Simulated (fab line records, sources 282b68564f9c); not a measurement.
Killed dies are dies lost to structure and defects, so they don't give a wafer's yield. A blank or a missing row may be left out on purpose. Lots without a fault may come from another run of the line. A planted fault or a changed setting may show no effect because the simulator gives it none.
Which tool did it? | flow rit_cmos | 7 lots, 21 wafers sampled, at 2 steps of a route of 202

WHAT THE GAUGES READ, wafer by wafer
RIT_CONTACT_OVL_MEAS_09.
lot  | measured    | on         | CONTACT_OVL (nm)
L200 | day 3 14:31 | overlay-02 | 0.0 2.2 1.3
L204 | day 4 06:22 | overlay-01 | 0.5 1.9 1.9
L207 | day 4 20:22 | overlay-02 | 1.7 0.8 0.3
L210 | day 5 12:22 | overlay-01 | 0.2 0.6 -0.4
L212 | day 5 22:10 | overlay-02 | 174.0 174.5 173.2
L215 | day 6 12:48 | overlay-02 | 173.3 173.3 173.5
L222 | day 8 07:48 | overlay-01 | 1.8 0.9 1.1

WHICH TOOL RAN EACH LOT (tool, then ch and the chambers of the sampled wafers, then the start)
lot  | RIT_CONTACT_EXPOSE_05
L200 | iline_stepper-01 ch 0, day 3 13:52
L204 | iline_stepper-02 ch 0, day 4 05:45
L207 | iline_stepper-01 ch 0, day 4 19:44
L210 | iline_stepper-01 ch 0, day 5 11:44
L212 | iline_stepper-01 ch 0, day 5 21:34
L215 | iline_stepper-01 ch 0, day 6 12:11
L222 | iline_stepper-02 ch 0, day 8 07:10
- RIT_CONTACT_EXPOSE_05: exposes mask M11, target cd 1000 nm.

THE ANSWER, worked out from the rows above alone
Rule: what is usual is taken from the lots themselves. Put in order of their means at a reading, lots are off if they are a third of the lots or fewer, leave a main group of 4 or more, and stand apart from it by a gap of 3 or more times the standard deviation of the main group's means; of several such gaps the widest counts. A main group whose means are all the same, to the digits that the tables above print for the reading, isn't used. A lot without any number at a reading at which 4 lots or more have one is off too. The other lots that the step has rows for count as sound.
Off: L212, L215, at RIT_CONTACT_OVL_MEAS_09 (CONTACT_OVL). The main group: mean 1.0 nm, standard deviation 0.46.
A tool fits if, at a process step before that reading, it ran every lot that is off, and no sound lot after the first of them. The gauges at RIT_CONTACT_OVL_MEAS_09 are tried like those tools. Can't be told from this: 2 tools fit, iline_stepper-01 at RIT_CONTACT_EXPOSE_05, overlay-02 at RIT_CONTACT_OVL_MEAS_09.

WHAT THE SIMULATOR HAD PUT IN
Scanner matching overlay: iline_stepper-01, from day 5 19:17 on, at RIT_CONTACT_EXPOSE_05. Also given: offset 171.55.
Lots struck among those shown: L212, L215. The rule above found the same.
